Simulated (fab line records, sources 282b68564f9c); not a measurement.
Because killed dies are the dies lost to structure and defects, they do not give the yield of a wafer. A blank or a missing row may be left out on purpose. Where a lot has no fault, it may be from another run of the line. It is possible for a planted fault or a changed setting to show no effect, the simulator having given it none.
Struck lot and sound lot, side by side + flow rit cmos + 44 steps out of a route of 202
Sound: wafers L437.2, L437.3, L437.6. Wafers L453.2, L453.4, L453.6 were the ones struck. The cause is named last.
At each step with rows: each side's tool, then ch and its chambers, then its first start. Under that, the readings that differ: sound wafers + struck wafers + difference of the means + sigmas: that difference in standard deviations of wafers without a fault.
alike: readings with means less than 2 such deviations apart, plus words and numbers identical on both sides. not compared: withheld readings, readings lacking a value on some wafer, bounds such as >300 that could conceal the same value, and numbers that have no deviation in the record and whose values overlap.
Wherever a step has rows on one side only, a row that says differs or no value, or a row with sigmas, the two part there. Numbers that have no deviation but don't overlap get no sigmas and don't part them. A reading that every wafer of one side lacks parts them only if that side has two wafers or more.

first, 2 steps without rows for these wafers: RIT_NLDD_HARDBAKE_07 (time 60 s); RIT_NLDD_IMPLANT_08.
RIT_NLDD_STRIP_09: strips in O2, time 180 s.
  sound on plasma asher-02 ch 1, day 3 04:46; struck on plasma asher-02 ch 0, day 6 10:55
| reading                     | sound          | struck         | difference | sigmas |
|-----------------------------|----------------|----------------|------------|--------|
| drypump motor current A (A) | 5.37 5.40 5.40 | 6.01 6.03 6.02 | +0.63      | +2     |
  not compared: rf hours counter h
RIT_NLDD_TW_MEAS_10:
  sound: film metro-01 at day 3 04:58; struck: film metro-01 at day 6 11:07
  alike: NLDD_TW
then, 6 steps without rows for these wafers: RIT_PLDD_HMDS_00 (prime time 60 s); RIT_PLDD_COAT_01 (resist thk 1000 nm); RIT_PLDD_SOFTBAKE_02 (time 60 s); RIT_PLDD_EXPOSE_03 (exposes mask M8, target cd 40900 nm); RIT_PLDD_PEB_04; RIT_PLDD_DEVELOP_05 (develop time 50 s).
RIT_PLDD_OVL_MEAS_06:
  sound: overlay-01 at day 3 05:59; struck: overlay-01 at day 6 12:01
  alike: PLDD_OVL
then, 1 step without rows for these wafers: RIT_PLDD_HARDBAKE_07 (time 60 s).
RIT_PLDD_IMPLANT_08:
  sound on implanter-02 ch 0, day 3 06:11; struck on implanter-03 ch 0, day 6 12:13
| reading                   | sound                | struck               | difference | sigmas      |
|---------------------------|----------------------|----------------------|------------|-------------|
| beam energy keV           | 19.991 19.990 20.007 | 17.995 17.990 18.005 | -1.999     | -99 or more |
| model.implant.rp nm (nm)  | 17.73 17.73 17.73    | 16.4 16.4 16.4       | -1.3       |             |
| model.implant.drp nm (nm) | 9.752 9.752 9.752    | 9.055 9.055 9.055    | -0.697     |             |
  alike: beam on s
RIT_PLDD_STRIP_09: strips in O2, time 180 s.
  sound on plasma asher-03 ch 0,1, day 3 06:19; struck on plasma asher-03 ch 1, day 6 12:20
  alike: drypump motor current A
  not compared: rf hours counter h
RIT_PLDD_TW_MEAS_10:
  sound: film metro-01 at day 3 06:30; struck: film metro-04 at day 6 12:32
| reading | sound          | struck         | difference | sigmas |
|---------|----------------|----------------|------------|--------|
| PLDD_TW | 2342 2310 2325 | 2278 2298 2296 | -35        | -2     |
then, 4 steps without rows for these wafers: RIT_SPACER_CLEAN_00 (cleans in SC1, time 600 s); RIT_SPACER_CLEAN_01 (cleans in dHF, time 30 s); RIT_SPACER_CLEAN_02 (cleans in SC2, time 600 s); RIT_SPACER_CVD_03 (deposits Si3N4 from SiH2Cl2/NH3, target thk 250 nm, time 3232 s).
RIT_SPACER_THK_MEAS_04:
  sound: film metro-02 at day 3 08:51; struck: film metro-01 at day 6 15:44
  alike: SPACER_NITRIDE_THK
RIT_SPACER_ETCHBACK_05: etches Si3N4 in SF6/CHF3, stops on SiO2, target depth 250 nm, time 240 s.
  sound on rie diel-03 ch 0,2,3, day 3 08:54; struck on rie diel-03 ch 0,1, day 6 15:47
  alike: SF6_flow_sccm, drypump motor current A, oes product au, throttle valve pct
  not compared: rf hours counter h
then, 6 steps without rows for these wafers: RIT_NSD_HMDS_00 (prime time 60 s); RIT_NSD_COAT_01 (resist thk 1000 nm); RIT_NSD_SOFTBAKE_02 (time 60 s); RIT_NSD_EXPOSE_03 (exposes mask M9, target cd 40700 nm); RIT_NSD_PEB_04; RIT_NSD_DEVELOP_05 (develop time 50 s).
RIT_NSD_OVL_MEAS_06:
  sound: overlay-02 at day 3 09:55; struck: overlay-02 at day 6 16:47
  alike: NSD_OVL
then, 2 steps without rows for these wafers: RIT_NSD_HARDBAKE_07 (time 60 s); RIT_NSD_IMPLANT_08.
RIT_NSD_STRIP_09: strips in O2, time 180 s.
  sound on plasma asher-03 ch 0,1, day 3 10:14; struck on plasma asher-02 ch 1, day 6 17:07
  alike: drypump motor current A
  not compared: rf hours counter h
RIT_NSD_TW_MEAS_10:
  sound: film metro-01 at day 3 10:26; struck: film metro-01 at day 6 17:18
  alike: NSD_TW
then, 6 steps without rows for these wafers: RIT_PSD_HMDS_00 (prime time 60 s); RIT_PSD_COAT_01 (resist thk 1000 nm); RIT_PSD_SOFTBAKE_02 (time 60 s); RIT_PSD_EXPOSE_03 (exposes mask M10, target cd 40900 nm); RIT_PSD_PEB_04; RIT_PSD_DEVELOP_05 (develop time 50 s).
RIT_PSD_OVL_MEAS_06:
  sound: overlay-01 at day 3 11:26; struck: overlay-01 at day 6 18:13
  alike: PSD_OVL
then, 2 steps without rows for these wafers: RIT_PSD_HARDBAKE_07 (time 60 s); RIT_PSD_IMPLANT_08.
RIT_PSD_STRIP_09: strips in O2, time 180 s.
  sound on plasma asher-02 ch 0,1, day 3 11:46; struck on plasma asher-04 ch 0, day 6 18:32
  alike: drypump motor current A
  not compared: rf hours counter h
RIT_SDANNEAL_RS_MEAS_06: uses a four-point probe to measure.
  sound: film metro-04 at day 3 12:42; struck: film metro-02 at day 6 19:28
| reading          | sound             | struck            | difference | sigmas |
|------------------|-------------------|-------------------|------------|--------|
| PLDD_RS (ohm/sq) | 177.7 177.5 177.4 | 186.4 186.4 186.4 | +8.9       | +17    |
RIT_M1_PROBE_99:
  sound: prober-01 at day 3 21:39; struck: prober-01 at day 7 03:04
| reading                              | sound                | struck             | difference | sigmas |
|--------------------------------------|----------------------|--------------------|------------|--------|
| model.etest.pmos turned.r on ohm um  | 3248 3220 3244       | 3388 3444 3430     | +183       |        |
| model.etest.pmos_0p3.r on ohm um     | 5988 5868 5856       | 6101 6228 6156     | +258       |        |
| model.etest.pmos_0p15.r on ohm um    | 2633 2616 2624       | 2677 2761 2713     | +93        |        |
| model.etest.pldd.rs ohm sq           | 465.3 458.4 452.2    | 539.6 536.9 540.5  | +80.4      |        |
| model.etest.pldd.line ohm um         | 144.9 143.3 143.3    | 171.8 171.2 171.5  | +27.7      |        |
| model.etest.pmos turned.drive ua um  | 204.9 208.6 205.8    | 191.9 187.1 192.4  | -16.0      |        |
| model.etest.pmos_0p15.drive ua um    | 270.4 272.7 273.5    | 267.6 256.6 262.1  | -10.1      |        |
| model.etest.pmos_0p15.off log10 a um | -10.11 -10.16 -10.23 | -10.3 -10.3 -10.39 | -0.2       |        |
  alike: killed_at_M0_to_M3, killed at contacts, killed at front end, killed dies, killed open, killed short

== WHERE THEY PART ==
Last at RIT_SDANNEAL_RS_MEAS_06 as far as this record goes, first at RIT_NLDD_STRIP_09. Later steps at which nothing parts them and some readings are alike: RIT_M1_PROBE_99.

WHY: the cause the simulator had injected
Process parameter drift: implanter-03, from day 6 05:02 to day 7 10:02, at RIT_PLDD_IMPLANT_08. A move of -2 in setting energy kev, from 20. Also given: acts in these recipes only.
